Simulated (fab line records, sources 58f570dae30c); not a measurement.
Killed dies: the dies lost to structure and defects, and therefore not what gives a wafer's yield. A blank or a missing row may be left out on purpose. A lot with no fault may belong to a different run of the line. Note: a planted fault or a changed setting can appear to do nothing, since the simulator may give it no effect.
What tool caused it?	flow berkeleyCmos170	14 lots with 42 wafers sampled at 4 steps, on a route of 331 steps

== WHAT THE GAUGES SHOWED, per wafer ==
UCB170_NWELL_TW_MEAS_16. Usual: for NWELL_TW the level is 1257 and the standard deviation is 10.
lot	measured	on	NWELL_TW	flag
L408	day 2 04:43	filmMetro-01	1265 1274 1261	
L409	day 2 14:48	filmMetro-04	1246 1248 1256	
L410	day 2 20:39	filmMetro-04	1246 1254 1256	
L411	day 3 00:47	filmMetro-03	1251 1255 1248	
L412	day 3 01:50	filmMetro-01	1267 1271 1274	
L416	day 3 20:31	filmMetro-03	1256 1245 1262	
L419	day 4 09:56	filmMetro-04	1240 1241 1245	
L420	day 4 17:41	filmMetro-01	1269 1262 1264	
L421	day 4 17:33	filmMetro-04	1250 1249 1248	
L424	day 5 13:25	filmMetro-04	1248 1246 1249	
L425	day 5 16:52	filmMetro-03	1254 1261 1252	
L427	day 6 02:21	filmMetro-01	1274 1267 1277	

UCB170_PWELL_THK_MEAS_06. Usual: for PWELL_NITRIDE_THK the level is 219.3 nm and the standard deviation is 2.1.
lot	measured	on	PWELL_NITRIDE_THK (nm)	flag
L408	day 2 17:46	filmMetro-03	220.3 221.5 220.9	
L409	day 3 03:16	filmMetro-03	216.0 217.1 218.2	
L410	day 3 13:24	filmMetro-01	218.6 218.7 218.2	
L411	day 3 13:21	filmMetro-03	215.8 215.7 215.0	
L412	day 3 13:24	filmMetro-02	218.2 218.5 218.7	
L416	day 4 08:25	filmMetro-01	219.3 220.2 220.0	
L419	day 5 00:59	filmMetro-02	221.6 222.5 223.6	
L420	day 5 08:07	filmMetro-01	221.4 221.1 223.1	
L421	day 5 08:06	filmMetro-03	217.6 218.3 217.6	
L424	day 6 04:05	filmMetro-02	216.4 217.6 217.9	
L425	day 6 05:18	filmMetro-03	217.5 217.3 218.6	
L427	day 6 16:49	filmMetro-03	217.9 217.0 218.4	

UCB170_ACTIVE_THK_MEAS_03. Usual: for ACTIVE_OXIDE_THK the level is 26.3 nm and the standard deviation is 0.45.
lot	measured	on	ACTIVE_OXIDE_THK (nm)	flag
L408	day 3 10:08	filmMetro-02	26.3 26.3 26.3	
L409	day 3 20:25	filmMetro-02	26.2 26.1 25.9	
L410	day 4 12:42	filmMetro-02	26.3 26.9 26.4	
L411	day 4 12:40	filmMetro-03	25.7 25.7 25.4	
L412	day 4 12:40	filmMetro-04	26.6 26.6 27.2	
L416	day 5 01:14	filmMetro-02	26.4 26.5 26.3	
L419	day 5 19:26	filmMetro-04	25.8 25.4 25.6	
L420	day 6 06:20	filmMetro-03	27.1 26.8 26.4	
L421	day 6 06:19	filmMetro-02	26.6 26.7 26.4	
L424	day 6 23:20	filmMetro-03	26.9 27.0 27.0	
L425	day 6 23:20	filmMetro-04	26.8 26.5 27.0	
L427	day 7 12:48	filmMetro-02	26.9 27.0 26.7	

== EACH LOT AND THE TOOL THAT RAN IT (in order: tool; ch and the chambers of the sampled wafers; start) ==
lot	UCB170_START_OXIDATION_02
L408	furnace-01 ch 0, day 1 13:28
L409	furnace-03 ch 0, day 1 18:27
L410	furnace-04 ch 0, day 1 23:08
L411	furnace-01 ch 0, day 2 05:39
L412	furnace-01 ch 0, day 2 08:24
L416	furnace-03 ch 0, day 3 04:43
L419	furnace-04 ch 0, day 3 17:56
L420	furnace-01 ch 0, day 4 00:14
L421	furnace-01 ch 0, day 4 04:14
L422	furnace-03, day 4 09:47
L423	furnace-01, day 4 16:07
L424	furnace-04 ch 0, day 4 22:23
L425	furnace-03 ch 0, day 4 23:47
L427	furnace-04 ch 0, day 5 09:09
- UCB170_START_OXIDATION_02: target thk 20 nm, ox time 1800 s.

== WHAT THE TOOLS THEMSELVES READ (means of the sampled wafers that have a number; where no wafer has one, the mark that the record gives instead) ==
UCB170_START_OXIDATION_02. Usual: oxTempC 950.1 C, standard deviation 0.42; oxTempCMax 953.3, standard deviation 0.9.
lot	tool	oxTempC (C)	oxTempCMax	flag
L408	furnace-01	950.6	953.1	
L409	furnace-03	950.1	954.6	
L410	furnace-04	949.7	952.8	
L411	furnace-01	950.1	953.0	
L412	furnace-01	950.4	953.1	
L416	furnace-03	950.0	953.7	
L419	furnace-04	949.9	953.2	
L420	furnace-01	949.8	952.4	
L421	furnace-01	949.8	952.5	
L422	furnace-03	-	-	OFF
L423	furnace-01	-	-	OFF
L424	furnace-04	950.1	953.4	
L425	furnace-03	950.1	954.0	
L427	furnace-04	949.8	952.7	

== THE ANSWER, worked out from the rows above alone ==
Rule: take the mean of a lot's wafers that have a number; if it is more than 3 standard deviations from the usual mean, the lot is off. Also off: a lot with no number at a reading for which 4 or more lots have one. All remaining lots with rows at the step are treated as sound. Order of review: gauges by route order, followed by the tools' own readings, for which a lot's mean as printed above is used. At the first step where some lot is off, the reading lying furthest off is the one used; lots without a number count as furthest.
Off at UCB170_START_OXIDATION_02 (oxTempC): L422, L423. Without a number there: L422, L423.
If a tool, at that step or one of the process steps before it, ran each lot that is off and ran no sound lot following the first of them, it fits. Not one of the candidates tried fits.

== WHAT THE SIMULATOR PUT IN ==
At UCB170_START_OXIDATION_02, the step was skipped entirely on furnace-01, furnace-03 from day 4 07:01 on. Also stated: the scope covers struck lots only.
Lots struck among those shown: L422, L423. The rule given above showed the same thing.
